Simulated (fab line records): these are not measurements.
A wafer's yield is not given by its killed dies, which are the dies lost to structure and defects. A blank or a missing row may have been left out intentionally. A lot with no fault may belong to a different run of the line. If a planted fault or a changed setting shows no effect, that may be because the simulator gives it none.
fab line records	flow berkeley-cmos170
record: lots: 7	wafers: 21	last-day: 13
route steps=331 shown NLDD@162 SPACER@171
lots that met no fault: from a run of the same line without faults
start-h: start of the lot's first displayed wafer, in hours after the record's first day	wait-h: hours from the lot's prior step to this one	" same as the row above	L1.1+2: several wafers, shown together as one row	- either no value or no given start	* or withheld: withheld	< > ~ a bound
route shown NAME@n: names a module that has steps shown in the file, with the first one's number in the route	usual: mean/standard deviation taken from wafers without a fault	same: alike in all rows	chamber/n: place in a boat	sites: the reading at each site	_std_site: the standard deviation of these	_edge_site: mean of outer sites minus mean of inner sites	radius-mm: for every site, how far away it sits from the centre of the wafer	mask NAME#n: copy n	behind: the tool/chamber that last shaped the wafer	hold: reason for holding the lot/hours on hold/outcome of the hold	device: whichever transistor did not switch (one of n, p or np)	end of line: tests run on the same wafers once the route is complete	a step without rows: its recipe alone	killed: the dies lost at the first sort to structure and to defects; this is not the yield of the wafer	map: per-die view of a wafer (x killed, . not killed, _ where there is no die)
set.NAME: the run value of the setting; set.NAME@STEP: its run value at that earlier step	model.NAME: the simulator's own value behind a step, which no gauge read
lots at some steps of the route; a table a step, a row a wafer
services: from which hour (start-h, from the record's first day; less than 0 if before it) a tool's chamber was out of use, for how many hours, and why
== steps ==
step: UCB170_NLDD_PEB_04
recipe: peb-temp-c: 130	peb-time-s: withheld	resist: KrF
step: UCB170_NLDD_DEVELOP_05
recipe: developer: TMAH	develop-time-s: 45	resist: KrF	dev-temp-c: 21
step: UCB170_NLDD_CD_MEAS_06
recipe: target-cd-nm: 1200
usual: cd-nm: 1200.1/1.8
lot.wafer	tool	chamber	start-h	wait-h	cd-nm
L905.1	cd-sem-02	-	174.25	-	1196.3
L905.3	"	-	"	"	1197.2
L905.6	"	-	"	"	1197.3
L911.1	cd-sem-02	-	199.77	-	1200.7
L911.4	"	-	"	"	1200.2
L911.6	"	-	"	"	1199.5
L914.2	cd-sem-01	-	231.03	-	1198.5
L914.4	"	-	"	"	1197.9
L914.5	"	-	"	"	1199.2
L915.1	cd-sem-01	-	231.73	-	1200.2
L915.4	"	-	"	"	1200.0
L915.5	"	-	"	"	1200.1
L919.2	cd-sem-02	-	256.46	-	1202.5
L919.3	"	-	"	"	1201.6
L919.6	"	-	"	"	1201.7
L922.1	cd-sem-01	-	283.20	-	1202.4
L922.5	"	-	"	"	1201.4
L922.6	"	-	"	"	1200.9
L921.2	cd-sem-01	-	283.34	-	1200.5
L921.4	"	-	"	"	1201.2
L921.6	"	-	"	"	1198.3
step: UCB170_NLDD_OVL_MEAS_07
usual: NLDD_OVL: 1/6.2
lot.wafer	tool	chamber	start-h	wait-h	NLDD_OVL[nm]
L905.1	overlay-02	-	174.37	0.1	3
L905.3	"	-	"	"	-3
L905.6	"	-	"	"	2
L911.1	overlay-01	-	199.89	0.1	-5
L911.4	"	-	"	"	-6
L911.6	"	-	"	"	-8
L914.2	overlay-02	-	231.14	0.1	3
L914.4	"	-	"	"	4
L914.5	"	-	"	"	3
L915.1	overlay-01	-	231.85	0.1	-10
L915.4	"	-	"	"	4
L915.5	"	-	"	"	-5
L919.2	overlay-01	-	256.57	0.1	-7
L919.3	"	-	"	"	0
L919.6	"	-	"	"	-3
L922.1	overlay-02	-	283.32	0.1	-8
L922.5	"	-	"	"	0
L922.6	"	-	"	"	2
L921.2	overlay-01	-	283.44	0.1	1
L921.4	"	-	"	"	1
L921.6	"	-	"	"	19
step: UCB170_NLDD_IMPLANT_08
recipe: species: As	dose-cm2: 5e+13	energy-kev: 30	tilt-deg: 7	rotation-deg: 0
step: UCB170_NLDD_IMPLANT_09
recipe: species: As	dose-cm2: 5e+13	energy-kev: 30	tilt-deg: 7	rotation-deg: 180
step: UCB170_NLDD_STRIP_10
recipe: chemistry: O2	power-w: 400	pressure-mtorr: 3500	platen-temp-c: withheld	o2-flow-sccm: 400	overash-fraction: 0.5
usual: drypump-motor-current-A: 6.1/0.47	oes-product-au: 0.734/0.0053	strip-time-to-endpoint-s: 21.61/0.058
lot.wafer	tool	chamber	start-h	wait-h	drypump-motor-current-A	oes-product-au	rf-hours-counter-h	strip-time-to-endpoint-s
L905.1	plasma-asher-01	1	174.70	0.1	5.2	0.736	38	21.48
L905.3	"	1	"	"	5.2	0.733	-	21.55
L905.6	"	1	"	"	5.2	0.739	-	21.49
L911.1	plasma-asher-01	1	200.23	0.1	5.2	0.739	40	21.53
L911.4	"	1	"	"	5.2	0.728	-	21.60
L911.6	"	0	"	"	5.7	0.733	-	21.52
L914.2	plasma-asher-02	1	231.47	0.1	6.1	0.735	52	21.63
L914.4	"	0	"	"	6.7	0.736	-	21.67
L914.5	"	1	"	"	6.1	0.739	-	21.66
L915.1	plasma-asher-02	0	232.19	0.1	6.7	0.742	52	21.64
L915.4	"	0	"	"	6.7	0.725	-	21.64
L915.5	"	0	"	"	6.7	0.741	-	21.65
L919.2	plasma-asher-02	0	256.90	0.1	6.7	0.729	54	21.63
L919.3	"	0	"	"	6.7	0.730	-	21.60
L919.6	"	1	"	"	6.1	0.736	-	21.55
L922.1	plasma-asher-02	1	283.65	0.1	6.1	0.731	57	21.68
L922.5	"	1	"	"	6.1	0.730	-	21.65
L922.6	"	0	"	"	6.7	0.728	-	21.65
L921.2	plasma-asher-03	1	283.77	0.1	6.2	0.736	18	21.72
L921.4	"	0	"	"	5.9	0.732	-	21.63
L921.6	"	0	"	"	5.8	0.732	-	21.68
step: UCB170_NLDD_TW_MEAS_11
usual: NLDD_TW: 2212/16
lot.wafer	tool	chamber	start-h	wait-h	NLDD_TW
L905.1	film-metro-02	-	174.80	0.1	2210
L905.3	"	-	"	"	2218
L905.6	"	-	"	"	2211
L911.1	film-metro-02	-	200.33	0.1	2211
L911.4	"	-	"	"	2214
L911.6	"	-	"	"	2208
L914.2	film-metro-03	-	231.58	0.1	2220
L914.4	"	-	"	"	2230
L914.5	"	-	"	"	2236
L915.1	film-metro-03	-	232.29	0.1	2222
L915.4	"	-	"	"	2228
L915.5	"	-	"	"	2237
L919.2	film-metro-02	-	257.01	0.1	2210
L919.3	"	-	"	"	2220
L919.6	"	-	"	"	2222
L922.1	film-metro-01	-	283.75	0.1	2189
L922.5	"	-	"	"	2206
L922.6	"	-	"	"	2193
L921.2	film-metro-03	-	283.88	0.1	2232
L921.4	"	-	"	"	2230
L921.6	"	-	"	"	2223
step: UCB170_NLDD_CLEAN_12
recipe: chemistry: SPM	temp-c: 120	time-s: 600
step: UCB170_SPACER_CVD_00
recipe: material: SiO2	target-thk-nm: 376	temp-c: 390	precursor: TEOS/O2	time-s: 47	rf-w: 550	pressure-mtorr: 9000
usual: heater-power-w: 258/56
lot.wafer	tool	chamber	start-h	wait-h	heater-power-w
L905.1	pecvd-01	0	175.10	0.0	310
L905.3	"	1	"	"	385
L905.6	"	1	"	"	391
L911.1	pecvd-02	1	200.56	0.0	234
L911.4	"	1	"	"	158
L911.6	"	2	"	"	175
L914.2	pecvd-01	1	232.03	0.0	356
L914.4	"	2	"	"	248
L914.5	"	0	"	"	304
L915.1	pecvd-02	0	232.71	0.0	274
L915.4	"	1	"	"	228
L915.5	"	2	"	"	213
L919.2	pecvd-01	2	257.23	0.0	221
L919.3	"	1	"	"	328
L919.6	"	2	"	"	233
L921.2	pecvd-01	1	284.64	0.0	354
L921.4	"	0	"	"	318
L921.6	"	2	"	"	238
L922.1	pecvd-04	0	284.64	0.0	270
L922.5	"	0	"	"	283
L922.6	"	2	"	"	313
step: UCB170_SPACER_THK_MEAS_01
recipe: reads: SiO2_of_SPACER_CVD_00
usual: SPACER_TEOS_THK: 376/5.4
lot.wafer	tool	chamber	start-h	wait-h	SPACER_TEOS_THK[nm]
L905.1	film-metro-01	-	175.14	0.0	374
L905.3	"	-	"	"	371
L905.6	"	-	"	"	376
L911.1	film-metro-01	-	200.60	0.0	372
L911.4	"	-	"	"	378
L911.6	"	-	"	"	381
L914.2	film-metro-04	-	232.09	0.0	363
L914.4	"	-	"	"	373
L914.5	"	-	"	"	374
L915.1	film-metro-01	-	232.75	0.0	375
L915.4	"	-	"	"	374
L915.5	"	-	"	"	379
L919.2	film-metro-04	-	257.29	0.0	371
L919.3	"	-	"	"	369
L919.6	"	-	"	"	377
L922.1	film-metro-04	-	284.68	0.0	384
L922.5	"	-	"	"	385
L922.6	"	-	"	"	378
L921.2	film-metro-03	-	284.69	0.0	374
L921.4	"	-	"	"	378
L921.6	"	-	"	"	384
step: UCB170_SPACER_ANNEAL_02
recipe: temp-c: 900	time-s: 1800	ambient: N2
step: UCB170_SPACER_ETCHBACK_03
recipe: stop-on: Si	target: SiO2	chemistry: CHF3/CF4/Ar	CHF3_flow_sccm: 50	cf4-flow-sccm: 10	Ar_flow_sccm: 120	pressure-mtorr: 200	rf-w: 500	target-depth-a: 3760	time-s: 100
usual: CHF3_flow_sccm: 49.99/0.15	drypump-motor-current-A: 5.6/0.55	oes-product-au: 0.904/0.015	run-length-s: 128.3/0.53	throttle-valve-pct: 6.47/0.11
lot.wafer	tool	chamber	start-h	wait-h	CHF3_flow_sccm	drypump-motor-current-A	oes-product-au	rf-hours-counter-h	run-length-s	throttle-valve-pct	model.etch.depth-nm
L905.1	rie-diel-03	3	182.50	0.0	50.10	6.4	0.901	52	128.4	6.51	373.6
L905.3	"	0	"	"	50.01	4.7	0.893	114	128.2	6.62	370.7
L905.6	"	0	"	"	50.23	4.7	0.915	-	128.9	6.60	375.6
L911.1	rie-diel-04	1	207.91	0.0	49.98	5.0	0.887	36	129.0	6.29	371.9
L911.4	"	0	"	"	49.98	5.7	0.883	-	127.9	6.28	378.1
L911.6	"	2	"	"	49.96	5.9	0.937	-	128.2	6.30	381.7
L914.2	rie-diel-04	1	238.82	0.0	50.04	4.9	0.976	37	111.6	6.30	347.7
L914.4	"	3	"	"	50.10	6.3	0.978	20	110.9	6.48	352.4
L914.5	"	1	"	"	50.16	5.0	0.996	-	111.9	6.28	354.2
L915.1	rie-diel-04	0	238.90	0.1	49.96	5.7	0.960	12	110.7	6.29	351.2
L915.4	"	2	"	"	50.00	5.9	1.024	19	111.9	6.32	358.4
L915.5	"	1	"	"	49.90	4.9	0.961	-	112.2	6.29	346.9
L919.2	rie-diel-04	0	262.48	0.0	49.80	5.7	0.974	12	110.8	6.29	352.3
L919.3	"	1	"	"	50.33	5.0	0.985	38	111.4	6.29	355.2
L919.6	"	0	"	"	50.18	5.7	0.962	-	110.6	6.30	352.2
L921.2	rie-diel-02	1	288.11	0.0	50.01	5.0	0.899	67	128.3	6.43	374.5
L921.4	"	2	"	"	49.99	5.1	0.908	21	128.4	6.52	378.2
L921.6	"	1	"	"	49.73	5.0	0.918	-	127.8	6.43	384.7
L922.1	rie-diel-03	2	288.11	0.0	50.00	6.1	0.921	33	128.1	6.49	383.4
L922.5	"	2	"	"	50.02	6.1	0.916	-	128.0	6.50	384.7
L922.6	"	3	"	"	49.90	6.4	0.904	-	128.9	6.48	377.7
== services ==
tool	chamber	start-h	hours	kind
pecvd-02	-	163.29	0.8	repair
pecvd-04	-	186.89	0.5	repair
rie-diel-03	-	190.23	2.0	repair
pecvd-01	-	202.83	2.8	pm
rie-diel-04	3	204.72	4.5	repair
rie-diel-02	2	205.61	3.8	repair
pecvd-04	-	216.30	2.5	repair
rie-diel-04	0	223.10	10.7	repair
rie-diel-03	-	239.31	0.2	repair
rie-diel-04	-	239.83	15.6	pm
pecvd-04	-	242.15	2.8	pm
pecvd-01	-	242.50	14.0	pm
pecvd-01	0	242.50	14.0	vent-cycle
pecvd-01	1	242.50	14.0	vent-cycle
pecvd-01	2	242.50	14.0	vent-cycle
pecvd-01	0	256.50	-	clean
pecvd-01	1	256.50	-	clean
pecvd-01	2	256.50	-	clean
rie-diel-02	1	260.36	2.8	repair
pecvd-01	0	262.46	2.8	repair
rie-diel-03	-	269.70	0.4	repair
pecvd-02	-	270.60	1.4	repair
rie-diel-02	3	272.13	3.3	repair
== key ==
first-sign: step: UCB170_SPACER_ETCHBACK_03	reading: run-length-s	direction: down	sigmas: 32	usual: *	struck: *
effect: step: UCB170_SPACER_ETCHBACK_03	reading: oes-product-au	direction: up	sigmas: 5.1	usual: 0.904	struck: 0.980
model-effect: step: UCB170_SPACER_ETCHBACK_03	value: etch.depth-nm	without: 372.6	struck: 352.3
more-kills-born-at: UCB170_SPACER_ETCHBACK_03@rie-diel-04: 761
met-at UCB170_SPACER_ETCHBACK_03
struck-wafers L914.2,L914.4,L914.5,L915.1,L915.4,L915.5,L919.2,L919.3,L919.6
later-rows-left-out L914.2,L914.4,L914.5,L915.1,L915.4,L915.5,L919.2,L919.3,L919.6
sort-left-out L914.2,L914.4,L914.5,L915.1,L915.4,L915.5
tester-left-out L914,L915,L919
fault: kind: process-parameter-drift	tool: rie-diel-04	chamber: -	onset-h: 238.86	steps: UCB170_SPACER_ETCHBACK_03	channel: time-s	offset: *	shape: step	end-h: 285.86	acts-in: *	stated: *
tester-left-out: of these lots the tester's yield and bins aren't shown, on N5 and GAA mostly nor the transistor test; their killed dies are dies lost to structure and defects alone, not to doping, threshold or leakage, so they don't give the yield
sort-left-out: the simulated sort isn't trusted on such a fault, so these wafers' sort isn't shown, and their yield isn't known
later-rows-left-out: the simulator's readings of these wafers behind a module that went badly wrong aren't trusted and aren't shown, but for the sort
